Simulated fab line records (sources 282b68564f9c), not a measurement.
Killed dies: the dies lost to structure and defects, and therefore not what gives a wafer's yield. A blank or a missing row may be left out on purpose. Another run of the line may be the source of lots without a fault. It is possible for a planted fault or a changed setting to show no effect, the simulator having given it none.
fab line records / flow rit_cmos
record lots=5 wafers=15 last_day=7
route steps=202 shown GATE@76 FOX2@80
lots that met no fault: taken from a fault-free run of the same line
start_h: the number of hours between the record's first day and the start of the first shown wafer of the lot / wait_h: time in hours since the lot's previous step / " same as the row above / L1.1+2: one row covering several wafers at once / - value missing, or start not given / * or withheld: withheld / < > ~ a bound
route shown NAME@n: names a module that has steps shown in the file, with the first one's number in the route / usual: mean/standard deviation of fault-free wafers / same: alike in all rows / chamber/n: place in a boat / sites: per-site readings / _std_site: standard deviation across them / _edge_site: inner sites' mean taken away from outer sites' mean / radius_mm: for every site, how far away it sits from the centre of the wafer / mask NAME#n: copy n / behind: the last tool/chamber to shape the wafer / hold: cause of the lot's hold/its duration in hours/its outcome / device: names the non-switching transistor (n, p or np) / end of line: at the end of the route, the tests of the same wafers / step lacking rows: just its recipe / killed: at the first sort, the dies lost to defects and structure; wafer yield is something else / map: dies across one wafer; x = killed, . = not, _ = none there
set.NAME: setting as actually run; set.NAME@STEP: the setting as run at that earlier step / model.NAME: the simulator's own value behind a step, which no gauge read
lots at selected steps of the route; one table per step, one row per wafer
services: when a tool's chamber went out of use (start_h, in hours from the record's first day, below 0 if earlier), for how many hours, and the reason
## steps
# step RIT_GATE_CLEAN_01
# recipe chemistry=SC1 mix=3:3:50 time_s=600 temp_c=75
# usual bath_guard_temp_C=75.0/0.41
lot.wafer=L086.1 tool=wet_bench-01 chamber=2 start_h=96.28 wait_h=0.0 bath_guard_temp_C=74.9
lot.wafer=L086.4 tool=wet_bench-01 chamber=2 start_h=96.28 wait_h=0.0 bath_guard_temp_C=75.0
lot.wafer=L086.6 tool=wet_bench-01 chamber=2 start_h=96.28 wait_h=0.0 bath_guard_temp_C=75.2
lot.wafer=L090.1 tool=wet_bench-04 chamber=1 start_h=115.34 wait_h=0.0 bath_guard_temp_C=75.3
lot.wafer=L090.3 tool=wet_bench-04 chamber=1 start_h=115.34 wait_h=0.0 bath_guard_temp_C=75.5
lot.wafer=L090.5 tool=wet_bench-04 chamber=1 start_h=115.34 wait_h=0.0 bath_guard_temp_C=75.5
lot.wafer=L094.1 tool=wet_bench-02 chamber=0 start_h=133.52 wait_h=0.0 bath_guard_temp_C=74.8
lot.wafer=L094.3 tool=wet_bench-02 chamber=0 start_h=133.52 wait_h=0.0 bath_guard_temp_C=75.0
lot.wafer=L094.5 tool=wet_bench-02 chamber=0 start_h=133.52 wait_h=0.0 bath_guard_temp_C=74.7
lot.wafer=L095.2 tool=wet_bench-04 chamber=3 start_h=139.62 wait_h=0.0 bath_guard_temp_C=74.7
lot.wafer=L095.3 tool=wet_bench-04 chamber=3 start_h=139.62 wait_h=0.0 bath_guard_temp_C=74.6
lot.wafer=L095.4 tool=wet_bench-04 chamber=3 start_h=139.62 wait_h=0.0 bath_guard_temp_C=74.7
lot.wafer=L097.1 tool=wet_bench-02 chamber=3 start_h=150.50 wait_h=0.0 bath_guard_temp_C=75.0
lot.wafer=L097.3 tool=wet_bench-02 chamber=3 start_h=150.50 wait_h=0.0 bath_guard_temp_C=75.0
lot.wafer=L097.6 tool=wet_bench-02 chamber=3 start_h=150.50 wait_h=0.0 bath_guard_temp_C=74.6
# step RIT_GATE_CLEAN_02
# recipe chemistry=dHF dilution=50:1 time_s=30.81
lot.wafer=L086.1+4+6 tool=wet_bench-04 chamber=1 start_h=96.46 wait_h=0.0
lot.wafer=L090.1+3+5 tool=wet_bench-02 chamber=1 start_h=115.52 wait_h=0.0
lot.wafer=L094.1+3+5 tool=wet_bench-04 chamber=0 start_h=133.70 wait_h=0.0
lot.wafer=L095.2+3+4 tool=wet_bench-02 chamber=0 start_h=139.81 wait_h=0.0
lot.wafer=L097.1+3+6 tool=wet_bench-04 chamber=0 start_h=150.68 wait_h=0.0
# step RIT_GATE_CLEAN_03
# recipe chemistry=SC2 mix=3:3:50 time_s=600 temp_c=75 dry=n2_spin
# usual bath_guard_temp_C=75.0/0.5
lot.wafer=L086.1 tool=wet_bench-02 chamber=0 start_h=96.48 wait_h=0.0 bath_guard_temp_C=74.9
lot.wafer=L086.4 tool=wet_bench-02 chamber=0 start_h=96.48 wait_h=0.0 bath_guard_temp_C=74.8
lot.wafer=L086.6 tool=wet_bench-02 chamber=0 start_h=96.48 wait_h=0.0 bath_guard_temp_C=74.8
lot.wafer=L090.1 tool=wet_bench-04 chamber=1 start_h=115.53 wait_h=0.0 bath_guard_temp_C=75.2
lot.wafer=L090.3 tool=wet_bench-04 chamber=1 start_h=115.53 wait_h=0.0 bath_guard_temp_C=75.2
lot.wafer=L090.5 tool=wet_bench-04 chamber=1 start_h=115.53 wait_h=0.0 bath_guard_temp_C=75.1
lot.wafer=L094.1 tool=wet_bench-01 chamber=0 start_h=133.72 wait_h=0.0 bath_guard_temp_C=74.1
lot.wafer=L094.3 tool=wet_bench-01 chamber=0 start_h=133.72 wait_h=0.0 bath_guard_temp_C=73.8
lot.wafer=L094.5 tool=wet_bench-01 chamber=0 start_h=133.72 wait_h=0.0 bath_guard_temp_C=73.9
lot.wafer=L095.2 tool=wet_bench-01 chamber=3 start_h=139.83 wait_h=0.0 bath_guard_temp_C=75.4
lot.wafer=L095.3 tool=wet_bench-01 chamber=3 start_h=139.83 wait_h=0.0 bath_guard_temp_C=75.6
lot.wafer=L095.4 tool=wet_bench-01 chamber=3 start_h=139.83 wait_h=0.0 bath_guard_temp_C=75.4
lot.wafer=L097.1 tool=wet_bench-01 chamber=0 start_h=150.70 wait_h=0.0 bath_guard_temp_C=74.0
lot.wafer=L097.3 tool=wet_bench-01 chamber=0 start_h=150.70 wait_h=0.0 bath_guard_temp_C=73.9
lot.wafer=L097.6 tool=wet_bench-01 chamber=0 start_h=150.70 wait_h=0.0 bath_guard_temp_C=73.7
# step RIT_GATE_CLEAN_04
# recipe chemistry=dHF dilution=50:1 time_s=60 dry=n2_spin
lot.wafer=L086.1+4+6 tool=wet_bench-02 chamber=3 start_h=96.67 wait_h=0.0
lot.wafer=L090.1+3+5 tool=wet_bench-01 chamber=1 start_h=115.71 wait_h=0.0
lot.wafer=L094.1+3+5 tool=wet_bench-02 chamber=2 start_h=134.07 wait_h=0.0
lot.wafer=L095.2+3+4 tool=wet_bench-02 chamber=0 start_h=140.21 wait_h=0.0
lot.wafer=L097.1+3+6 tool=wet_bench-02 chamber=0 start_h=150.87 wait_h=0.0
# step RIT_FOX2_THK_MEAS_91
# recipe reads=SiO2_of_FOX2_OXIDATION_00
# usual FIELD_OXIDE_LEFT_2_THK=254/5.6
lot.wafer=L086.1 tool=film_metro-02 chamber=- start_h=96.69 wait_h=0.0 FIELD_OXIDE_LEFT_2_THK[nm]=254
lot.wafer=L086.4 tool=film_metro-02 chamber=- start_h=96.69 wait_h=0.0 FIELD_OXIDE_LEFT_2_THK[nm]=261
lot.wafer=L086.6 tool=film_metro-02 chamber=- start_h=96.69 wait_h=0.0 FIELD_OXIDE_LEFT_2_THK[nm]=251
lot.wafer=L090.1 tool=film_metro-04 chamber=- start_h=115.74 wait_h=0.0 FIELD_OXIDE_LEFT_2_THK[nm]=256
lot.wafer=L090.3 tool=film_metro-04 chamber=- start_h=115.74 wait_h=0.0 FIELD_OXIDE_LEFT_2_THK[nm]=259
lot.wafer=L090.5 tool=film_metro-04 chamber=- start_h=115.74 wait_h=0.0 FIELD_OXIDE_LEFT_2_THK[nm]=252
lot.wafer=L094.1 tool=film_metro-01 chamber=- start_h=134.09 wait_h=0.0 FIELD_OXIDE_LEFT_2_THK[nm]=242
lot.wafer=L094.3 tool=film_metro-01 chamber=- start_h=134.09 wait_h=0.0 FIELD_OXIDE_LEFT_2_THK[nm]=246
lot.wafer=L094.5 tool=film_metro-01 chamber=- start_h=134.09 wait_h=0.0 FIELD_OXIDE_LEFT_2_THK[nm]=251
lot.wafer=L095.2 tool=film_metro-02 chamber=- start_h=140.25 wait_h=0.0 FIELD_OXIDE_LEFT_2_THK[nm]=252
lot.wafer=L095.3 tool=film_metro-02 chamber=- start_h=140.25 wait_h=0.0 FIELD_OXIDE_LEFT_2_THK[nm]=248
lot.wafer=L095.4 tool=film_metro-02 chamber=- start_h=140.25 wait_h=0.0 FIELD_OXIDE_LEFT_2_THK[nm]=251
lot.wafer=L097.1 tool=film_metro-02 chamber=- start_h=150.90 wait_h=0.0 FIELD_OXIDE_LEFT_2_THK[nm]=254
lot.wafer=L097.3 tool=film_metro-02 chamber=- start_h=150.90 wait_h=0.0 FIELD_OXIDE_LEFT_2_THK[nm]=255
lot.wafer=L097.6 tool=film_metro-02 chamber=- start_h=150.90 wait_h=0.0 FIELD_OXIDE_LEFT_2_THK[nm]=253
# step RIT_GATE_OXIDATION_05
# recipe temp_c=900 ambient=O2 target_thk_a=30 ox_time_s=270
# usual tube_center_temp_C_max=902.3/0.43
lot.wafer=L086.1 tool=furnace-04 chamber=0 start_h=98.58 wait_h=1.9 tube_center_temp_C_max=901.9
lot.wafer=L086.4 tool=furnace-04 chamber=0 start_h=98.58 wait_h=1.9 tube_center_temp_C_max=902.0
lot.wafer=L086.6 tool=furnace-04 chamber=0 start_h=98.58 wait_h=1.9 tube_center_temp_C_max=901.7
lot.wafer=L090.1 tool=furnace-03 chamber=0 start_h=116.17 wait_h=0.4 tube_center_temp_C_max=902.2
lot.wafer=L090.3 tool=furnace-03 chamber=0 start_h=116.17 wait_h=0.4 tube_center_temp_C_max=902.0
lot.wafer=L090.5 tool=furnace-03 chamber=0 start_h=116.17 wait_h=0.4 tube_center_temp_C_max=901.6
lot.wafer=L094.1 tool=furnace-04 chamber=0 start_h=135.96 wait_h=1.9 tube_center_temp_C_max=903.1
lot.wafer=L094.3 tool=furnace-04 chamber=0 start_h=135.96 wait_h=1.9 tube_center_temp_C_max=901.9
lot.wafer=L094.5 tool=furnace-04 chamber=0 start_h=135.96 wait_h=1.9 tube_center_temp_C_max=902.0
lot.wafer=L095.2 tool=furnace-03 chamber=0 start_h=141.30 wait_h=1.0 tube_center_temp_C_max=902.9
lot.wafer=L095.3 tool=furnace-03 chamber=0 start_h=141.30 wait_h=1.0 tube_center_temp_C_max=902.8
lot.wafer=L095.4 tool=furnace-03 chamber=0 start_h=141.30 wait_h=1.0 tube_center_temp_C_max=902.1
lot.wafer=L097.1 tool=furnace-03 chamber=0 start_h=151.59 wait_h=0.7 tube_center_temp_C_max=902.7
lot.wafer=L097.3 tool=furnace-03 chamber=0 start_h=151.59 wait_h=0.7 tube_center_temp_C_max=901.9
lot.wafer=L097.6 tool=furnace-03 chamber=0 start_h=151.59 wait_h=0.7 tube_center_temp_C_max=902.1
# step RIT_GATE_ANNEAL_06
# recipe temp_c=900 time_s=600 ambient=N2O
# usual tube_center_temp_C_max=902.3/0.35
lot.wafer=L086.1 tool=furnace-04 chamber=0 start_h=100.97 wait_h=1.3 tube_center_temp_C_max=902.5
lot.wafer=L086.4 tool=furnace-04 chamber=0 start_h=100.97 wait_h=1.3 tube_center_temp_C_max=902.1
lot.wafer=L086.6 tool=furnace-04 chamber=0 start_h=100.97 wait_h=1.3 tube_center_temp_C_max=902.9
lot.wafer=L090.1 tool=furnace-03 chamber=0 start_h=118.56 wait_h=1.3 tube_center_temp_C_max=901.6
lot.wafer=L090.3 tool=furnace-03 chamber=0 start_h=118.56 wait_h=1.3 tube_center_temp_C_max=902.1
lot.wafer=L090.5 tool=furnace-03 chamber=0 start_h=118.56 wait_h=1.3 tube_center_temp_C_max=902.0
lot.wafer=L094.1 tool=furnace-01 chamber=0 start_h=137.96 wait_h=0.9 tube_center_temp_C_max=902.5
lot.wafer=L094.3 tool=furnace-01 chamber=0 start_h=137.96 wait_h=0.9 tube_center_temp_C_max=902.4
lot.wafer=L094.5 tool=furnace-01 chamber=0 start_h=137.96 wait_h=0.9 tube_center_temp_C_max=902.2
lot.wafer=L095.2 tool=furnace-01 chamber=0 start_h=142.45 wait_h=0.1 tube_center_temp_C_max=901.7
lot.wafer=L095.3 tool=furnace-01 chamber=0 start_h=142.45 wait_h=0.1 tube_center_temp_C_max=903.1
lot.wafer=L095.4 tool=furnace-01 chamber=0 start_h=142.45 wait_h=0.1 tube_center_temp_C_max=902.3
lot.wafer=L097.1 tool=furnace-04 chamber=0 start_h=153.28 wait_h=0.6 tube_center_temp_C_max=902.1
lot.wafer=L097.3 tool=furnace-04 chamber=0 start_h=153.28 wait_h=0.6 tube_center_temp_C_max=902.5
lot.wafer=L097.6 tool=furnace-04 chamber=0 start_h=153.28 wait_h=0.6 tube_center_temp_C_max=902.3
# step RIT_GATE_THK_MEAS_07
# recipe reads=SiO2_of_GATE_OXIDATION_05
# usual GATE_OXIDE_THK=2.98/0.064
lot.wafer=L086.1 tool=film_metro-01 chamber=- start_h=101.22 wait_h=0.0 GATE_OXIDE_THK[nm]=3.03
lot.wafer=L086.4 tool=film_metro-01 chamber=- start_h=101.22 wait_h=0.0 GATE_OXIDE_THK[nm]=3.03
lot.wafer=L086.6 tool=film_metro-01 chamber=- start_h=101.22 wait_h=0.0 GATE_OXIDE_THK[nm]=3.01
lot.wafer=L090.1 tool=film_metro-02 chamber=- start_h=118.81 wait_h=0.0 GATE_OXIDE_THK[nm]=2.96
lot.wafer=L090.3 tool=film_metro-02 chamber=- start_h=118.81 wait_h=0.0 GATE_OXIDE_THK[nm]=2.97
lot.wafer=L090.5 tool=film_metro-02 chamber=- start_h=118.81 wait_h=0.0 GATE_OXIDE_THK[nm]=2.93
lot.wafer=L094.1 tool=film_metro-04 chamber=- start_h=138.21 wait_h=0.0 GATE_OXIDE_THK[nm]=2.94
lot.wafer=L094.3 tool=film_metro-04 chamber=- start_h=138.21 wait_h=0.0 GATE_OXIDE_THK[nm]=2.89
lot.wafer=L094.5 tool=film_metro-04 chamber=- start_h=138.21 wait_h=0.0 GATE_OXIDE_THK[nm]=2.99
lot.wafer=L095.2 tool=film_metro-04 chamber=- start_h=142.71 wait_h=0.0 GATE_OXIDE_THK[nm]=2.96
lot.wafer=L095.3 tool=film_metro-04 chamber=- start_h=142.71 wait_h=0.0 GATE_OXIDE_THK[nm]=2.94
lot.wafer=L095.4 tool=film_metro-04 chamber=- start_h=142.71 wait_h=0.0 GATE_OXIDE_THK[nm]=3.00
lot.wafer=L097.1 tool=film_metro-01 chamber=- start_h=153.53 wait_h=0.0 GATE_OXIDE_THK[nm]=2.94
lot.wafer=L097.3 tool=film_metro-01 chamber=- start_h=153.53 wait_h=0.0 GATE_OXIDE_THK[nm]=3.00
lot.wafer=L097.6 tool=film_metro-01 chamber=- start_h=153.53 wait_h=0.0 GATE_OXIDE_THK[nm]=3.04
# step RIT_GATE_CVD_08
# recipe material=poly-Si target_thk_nm=250 temp_c=610 precursor=SiH4 time_s=2220 pressure_mtorr=300 sih4_flow_sccm=100
lot.wafer=L086.1+4+6 tool=lpcvd-02 chamber=0 start_h=101.28 wait_h=0.1
lot.wafer=L090.1+3+5 tool=lpcvd-02 chamber=0 start_h=118.87 wait_h=0.1
lot.wafer=L094.1+3+5 tool=lpcvd-02 chamber=0 start_h=139.43 wait_h=1.2
lot.wafer=L095.2+3+4 tool=lpcvd-01 chamber=0 start_h=142.76 wait_h=0.0
lot.wafer=L097.1+3+6 tool=lpcvd-02 chamber=0 start_h=153.59 wait_h=0.1
# step RIT_GATE_THK_MEAS_09
# recipe reads=poly-Si_of_GATE_CVD_08
# usual GATE_POLY_THK=250.0/2.2
lot.wafer=L086.1 tool=film_metro-02 chamber=- start_h=102.90 wait_h=0.0 GATE_POLY_THK[nm]=249.6
lot.wafer=L086.4 tool=film_metro-02 chamber=- start_h=102.90 wait_h=0.0 GATE_POLY_THK[nm]=249.7
lot.wafer=L086.6 tool=film_metro-02 chamber=- start_h=102.90 wait_h=0.0 GATE_POLY_THK[nm]=250.0
lot.wafer=L090.1 tool=film_metro-01 chamber=- start_h=120.49 wait_h=0.0 GATE_POLY_THK[nm]=248.7
lot.wafer=L090.3 tool=film_metro-01 chamber=- start_h=120.49 wait_h=0.0 GATE_POLY_THK[nm]=250.0
lot.wafer=L090.5 tool=film_metro-01 chamber=- start_h=120.49 wait_h=0.0 GATE_POLY_THK[nm]=248.6
lot.wafer=L094.1 tool=film_metro-01 chamber=- start_h=141.05 wait_h=0.0 GATE_POLY_THK[nm]=253.2
lot.wafer=L094.3 tool=film_metro-01 chamber=- start_h=141.05 wait_h=0.0 GATE_POLY_THK[nm]=253.5
lot.wafer=L094.5 tool=film_metro-01 chamber=- start_h=141.05 wait_h=0.0 GATE_POLY_THK[nm]=255.0
lot.wafer=L095.2 tool=film_metro-04 chamber=- start_h=146.40 wait_h=0.0 GATE_POLY_THK[nm]=249.8
lot.wafer=L095.3 tool=film_metro-04 chamber=- start_h=146.40 wait_h=0.0 GATE_POLY_THK[nm]=251.3
lot.wafer=L095.4 tool=film_metro-04 chamber=- start_h=146.40 wait_h=0.0 GATE_POLY_THK[nm]=249.8
lot.wafer=L097.1 tool=film_metro-02 chamber=- start_h=155.20 wait_h=0.0 GATE_POLY_THK[nm]=254.0
lot.wafer=L097.3 tool=film_metro-02 chamber=- start_h=155.20 wait_h=0.0 GATE_POLY_THK[nm]=255.0
lot.wafer=L097.6 tool=film_metro-02 chamber=- start_h=155.20 wait_h=0.0 GATE_POLY_THK[nm]=254.5
# step RIT_GATE_HMDS_10
# recipe prime_time_s=60 prime_temp_c=140
# usual exhaust_pa=45.0/0.76
lot.wafer=L086.1 tool=litho_track-03 chamber=0 start_h=102.96 wait_h=0.1 exhaust_pa=45.4
lot.wafer=L086.4 tool=litho_track-03 chamber=0 start_h=102.96 wait_h=0.1 exhaust_pa=45.4
lot.wafer=L086.6 tool=litho_track-03 chamber=0 start_h=102.96 wait_h=0.1 exhaust_pa=45.4
lot.wafer=L090.1 tool=litho_track-03 chamber=0 start_h=120.55 wait_h=0.1 exhaust_pa=44.1
lot.wafer=L090.3 tool=litho_track-03 chamber=0 start_h=120.55 wait_h=0.1 exhaust_pa=44.2
lot.wafer=L090.5 tool=litho_track-03 chamber=0 start_h=120.55 wait_h=0.1 exhaust_pa=44.7
lot.wafer=L094.1 tool=litho_track-04 chamber=0 start_h=141.11 wait_h=0.1 exhaust_pa=46.0
lot.wafer=L094.3 tool=litho_track-04 chamber=0 start_h=141.11 wait_h=0.1 exhaust_pa=44.8
lot.wafer=L094.5 tool=litho_track-04 chamber=0 start_h=141.11 wait_h=0.1 exhaust_pa=45.0
lot.wafer=L095.2 tool=litho_track-02 chamber=0 start_h=146.48 wait_h=0.1 exhaust_pa=45.5
lot.wafer=L095.3 tool=litho_track-02 chamber=0 start_h=146.48 wait_h=0.1 exhaust_pa=45.2
lot.wafer=L095.4 tool=litho_track-02 chamber=0 start_h=146.48 wait_h=0.1 exhaust_pa=45.1
lot.wafer=L097.1 tool=litho_track-02 chamber=0 start_h=155.26 wait_h=0.1 exhaust_pa=45.3
lot.wafer=L097.3 tool=litho_track-02 chamber=0 start_h=155.26 wait_h=0.1 exhaust_pa=45.1
lot.wafer=L097.6 tool=litho_track-02 chamber=0 start_h=155.26 wait_h=0.1 exhaust_pa=46.2
# step RIT_GATE_COAT_11
# recipe resist=NOVOLAK spin_rpm=4250 resist_thk_nm=850
# usual exhaust_pa=45.0/1
lot.wafer=L086.1 tool=litho_track-03 chamber=0 start_h=103.11 wait_h=0.1 exhaust_pa=43.4
lot.wafer=L086.4 tool=litho_track-03 chamber=0 start_h=103.11 wait_h=0.1 exhaust_pa=44.3
lot.wafer=L086.6 tool=litho_track-03 chamber=0 start_h=103.11 wait_h=0.1 exhaust_pa=43.2
lot.wafer=L090.1 tool=litho_track-03 chamber=0 start_h=120.70 wait_h=0.1 exhaust_pa=44.5
lot.wafer=L090.3 tool=litho_track-03 chamber=0 start_h=120.70 wait_h=0.1 exhaust_pa=44.5
lot.wafer=L090.5 tool=litho_track-03 chamber=0 start_h=120.70 wait_h=0.1 exhaust_pa=44.9
lot.wafer=L094.1 tool=litho_track-04 chamber=0 start_h=141.26 wait_h=0.1 exhaust_pa=44.9
lot.wafer=L094.3 tool=litho_track-04 chamber=0 start_h=141.26 wait_h=0.1 exhaust_pa=45.5
lot.wafer=L094.5 tool=litho_track-04 chamber=0 start_h=141.26 wait_h=0.1 exhaust_pa=45.2
lot.wafer=L095.2 tool=litho_track-02 chamber=0 start_h=146.63 wait_h=0.1 exhaust_pa=46.1
lot.wafer=L095.3 tool=litho_track-02 chamber=0 start_h=146.63 wait_h=0.1 exhaust_pa=44.5
lot.wafer=L095.4 tool=litho_track-02 chamber=0 start_h=146.63 wait_h=0.1 exhaust_pa=45.6
lot.wafer=L097.1 tool=litho_track-02 chamber=0 start_h=155.41 wait_h=0.1 exhaust_pa=43.4
lot.wafer=L097.3 tool=litho_track-02 chamber=0 start_h=155.41 wait_h=0.1 exhaust_pa=44.9
lot.wafer=L097.6 tool=litho_track-02 chamber=0 start_h=155.41 wait_h=0.1 exhaust_pa=44.2
# step RIT_GATE_SOFTBAKE_12
# recipe resist=NOVOLAK temp_c=90 time_s=60
# usual exhaust_pa=44.6/1
lot.wafer=L086.1 tool=litho_track-03 chamber=0 start_h=103.26 wait_h=0.1 exhaust_pa=44.1
lot.wafer=L086.4 tool=litho_track-03 chamber=0 start_h=103.26 wait_h=0.1 exhaust_pa=44.7
lot.wafer=L086.6 tool=litho_track-03 chamber=0 start_h=103.26 wait_h=0.1 exhaust_pa=44.7
lot.wafer=L090.1 tool=litho_track-03 chamber=0 start_h=120.85 wait_h=0.1 exhaust_pa=43.7
lot.wafer=L090.3 tool=litho_track-03 chamber=0 start_h=120.85 wait_h=0.1 exhaust_pa=43.6
lot.wafer=L090.5 tool=litho_track-03 chamber=0 start_h=120.85 wait_h=0.1 exhaust_pa=43.3
lot.wafer=L094.1 tool=litho_track-04 chamber=0 start_h=141.41 wait_h=0.1 exhaust_pa=45.7
lot.wafer=L094.3 tool=litho_track-04 chamber=0 start_h=141.41 wait_h=0.1 exhaust_pa=44.5
lot.wafer=L094.5 tool=litho_track-04 chamber=0 start_h=141.41 wait_h=0.1 exhaust_pa=45.3
lot.wafer=L095.2 tool=litho_track-02 chamber=0 start_h=146.78 wait_h=0.1 exhaust_pa=45.0
lot.wafer=L095.3 tool=litho_track-02 chamber=0 start_h=146.78 wait_h=0.1 exhaust_pa=45.0
lot.wafer=L095.4 tool=litho_track-02 chamber=0 start_h=146.78 wait_h=0.1 exhaust_pa=44.7
lot.wafer=L097.1 tool=litho_track-02 chamber=0 start_h=155.56 wait_h=0.1 exhaust_pa=46.7
lot.wafer=L097.3 tool=litho_track-02 chamber=0 start_h=155.56 wait_h=0.1 exhaust_pa=46.2
lot.wafer=L097.6 tool=litho_track-02 chamber=0 start_h=155.56 wait_h=0.1 exhaust_pa=45.4
# step RIT_GATE_EXPOSE_13
# recipe mask_id=M6 na=0.6 source_shape=conventional sigma_outer=0.6 target_cd_nm=150 dose_mj=380
# usual stage_vel_mm_s=499.96/0.27
# same sigma_outer=0.6
lot.wafer=L086.1 tool=iline_stepper-02 chamber=0 start_h=103.54 wait_h=0.2 mask=M6#0 stage_vel_mm_s=500.26
lot.wafer=L086.4 tool=iline_stepper-02 chamber=0 start_h=103.54 wait_h=0.2 mask=M6#0 stage_vel_mm_s=499.95
lot.wafer=L086.6 tool=iline_stepper-02 chamber=0 start_h=103.54 wait_h=0.2 mask=M6#0 stage_vel_mm_s=500.52
lot.wafer=L090.1 tool=iline_stepper-02 chamber=0 start_h=121.00 wait_h=0.1 mask=M6#0 stage_vel_mm_s=499.85
lot.wafer=L090.3 tool=iline_stepper-02 chamber=0 start_h=121.00 wait_h=0.1 mask=M6#0 stage_vel_mm_s=500.07
lot.wafer=L090.5 tool=iline_stepper-02 chamber=0 start_h=121.00 wait_h=0.1 mask=M6#0 stage_vel_mm_s=499.88
lot.wafer=L094.1 tool=iline_stepper-02 chamber=0 start_h=141.56 wait_h=0.1 mask=M6#0 stage_vel_mm_s=500.16
lot.wafer=L094.3 tool=iline_stepper-02 chamber=0 start_h=141.56 wait_h=0.1 mask=M6#0 stage_vel_mm_s=500.53
lot.wafer=L094.5 tool=iline_stepper-02 chamber=0 start_h=141.56 wait_h=0.1 mask=M6#0 stage_vel_mm_s=500.28
lot.wafer=L095.2 tool=iline_stepper-02 chamber=0 start_h=146.92 wait_h=0.1 mask=M6#0 stage_vel_mm_s=500.04
lot.wafer=L095.3 tool=iline_stepper-02 chamber=0 start_h=146.92 wait_h=0.1 mask=M6#0 stage_vel_mm_s=499.78
lot.wafer=L095.4 tool=iline_stepper-02 chamber=0 start_h=146.92 wait_h=0.1 mask=M6#0 stage_vel_mm_s=499.98
lot.wafer=L097.1 tool=iline_stepper-02 chamber=0 start_h=155.71 wait_h=0.1 mask=M6#0 stage_vel_mm_s=499.59
lot.wafer=L097.3 tool=iline_stepper-02 chamber=0 start_h=155.71 wait_h=0.1 mask=M6#0 stage_vel_mm_s=499.87
lot.wafer=L097.6 tool=iline_stepper-02 chamber=0 start_h=155.71 wait_h=0.1 mask=M6#0 stage_vel_mm_s=499.84
# step RIT_GATE_PEB_14
# recipe resist=NOVOLAK temp_c=withheld time_s=withheld
# usual exhaust_pa=45.0/0.86
lot.wafer=L086.1 tool=litho_track-03 chamber=0 start_h=103.65 wait_h=0.1 exhaust_pa=44.7
lot.wafer=L086.4 tool=litho_track-03 chamber=0 start_h=103.65 wait_h=0.1 exhaust_pa=43.9
lot.wafer=L086.6 tool=litho_track-03 chamber=0 start_h=103.65 wait_h=0.1 exhaust_pa=44.3
lot.wafer=L090.1 tool=litho_track-03 chamber=0 start_h=121.12 wait_h=0.1 exhaust_pa=45.7
lot.wafer=L090.3 tool=litho_track-03 chamber=0 start_h=121.12 wait_h=0.1 exhaust_pa=45.6
lot.wafer=L090.5 tool=litho_track-03 chamber=0 start_h=121.12 wait_h=0.1 exhaust_pa=47.5
lot.wafer=L094.1 tool=litho_track-04 chamber=0 start_h=141.68 wait_h=0.1 exhaust_pa=45.3
lot.wafer=L094.3 tool=litho_track-04 chamber=0 start_h=141.68 wait_h=0.1 exhaust_pa=46.1
lot.wafer=L094.5 tool=litho_track-04 chamber=0 start_h=141.68 wait_h=0.1 exhaust_pa=44.6
lot.wafer=L095.2 tool=litho_track-02 chamber=0 start_h=147.05 wait_h=0.1 exhaust_pa=45.7
lot.wafer=L095.3 tool=litho_track-02 chamber=0 start_h=147.05 wait_h=0.1 exhaust_pa=44.3
lot.wafer=L095.4 tool=litho_track-02 chamber=0 start_h=147.05 wait_h=0.1 exhaust_pa=45.5
lot.wafer=L097.1 tool=litho_track-02 chamber=0 start_h=155.83 wait_h=0.1 exhaust_pa=44.6
lot.wafer=L097.3 tool=litho_track-02 chamber=0 start_h=155.83 wait_h=0.1 exhaust_pa=45.1
lot.wafer=L097.6 tool=litho_track-02 chamber=0 start_h=155.83 wait_h=0.1 exhaust_pa=45.5
# step RIT_GATE_DEVELOP_15
# recipe resist=NOVOLAK develop_time_s=51.25 dev_temp_c=23
# usual developer_temp_C=23.01/0.1 exhaust_pa=45.0/0.83
lot.wafer=L086.1 tool=litho_track-03 chamber=0 start_h=- wait_h=- developer_temp_C=23.01 exhaust_pa=46.9
lot.wafer=L086.4 tool=litho_track-03 chamber=0 start_h=- wait_h=- developer_temp_C=22.88 exhaust_pa=46.0
lot.wafer=L086.6 tool=litho_track-03 chamber=0 start_h=- wait_h=- developer_temp_C=22.82 exhaust_pa=46.0
lot.wafer=L090.1 tool=litho_track-03 chamber=0 start_h=- wait_h=- developer_temp_C=23.00 exhaust_pa=46.0
lot.wafer=L090.3 tool=litho_track-03 chamber=0 start_h=- wait_h=- developer_temp_C=23.01 exhaust_pa=44.9
lot.wafer=L090.5 tool=litho_track-03 chamber=0 start_h=- wait_h=- developer_temp_C=22.92 exhaust_pa=45.4
lot.wafer=L094.1 tool=litho_track-04 chamber=0 start_h=- wait_h=- developer_temp_C=23.06 exhaust_pa=45.1
lot.wafer=L094.3 tool=litho_track-04 chamber=0 start_h=- wait_h=- developer_temp_C=22.99 exhaust_pa=45.5
lot.wafer=L094.5 tool=litho_track-04 chamber=0 start_h=- wait_h=- developer_temp_C=23.21 exhaust_pa=45.4
lot.wafer=L095.2 tool=litho_track-02 chamber=0 start_h=- wait_h=- developer_temp_C=22.88 exhaust_pa=45.1
lot.wafer=L095.3 tool=litho_track-02 chamber=0 start_h=- wait_h=- developer_temp_C=22.88 exhaust_pa=45.2
lot.wafer=L095.4 tool=litho_track-02 chamber=0 start_h=- wait_h=- developer_temp_C=22.99 exhaust_pa=45.0
lot.wafer=L097.1 tool=litho_track-02 chamber=0 start_h=- wait_h=- developer_temp_C=23.10 exhaust_pa=44.2
lot.wafer=L097.3 tool=litho_track-02 chamber=0 start_h=- wait_h=- developer_temp_C=23.03 exhaust_pa=45.1
lot.wafer=L097.6 tool=litho_track-02 chamber=0 start_h=- wait_h=- developer_temp_C=23.13 exhaust_pa=44.3
## services
tool=furnace-03 chamber=- start_h=72.40 hours=3.4 kind=pm
tool=furnace-01 chamber=- start_h=96.51 hours=4.2 kind=pm
tool=furnace-04 chamber=- start_h=115.36 hours=3.7 kind=pm
tool=furnace-01 chamber=- start_h=140.02 hours=2.4 kind=pm
tool=lpcvd-02 chamber=- start_h=142.59 hours=0.9 kind=repair
## key
fault none
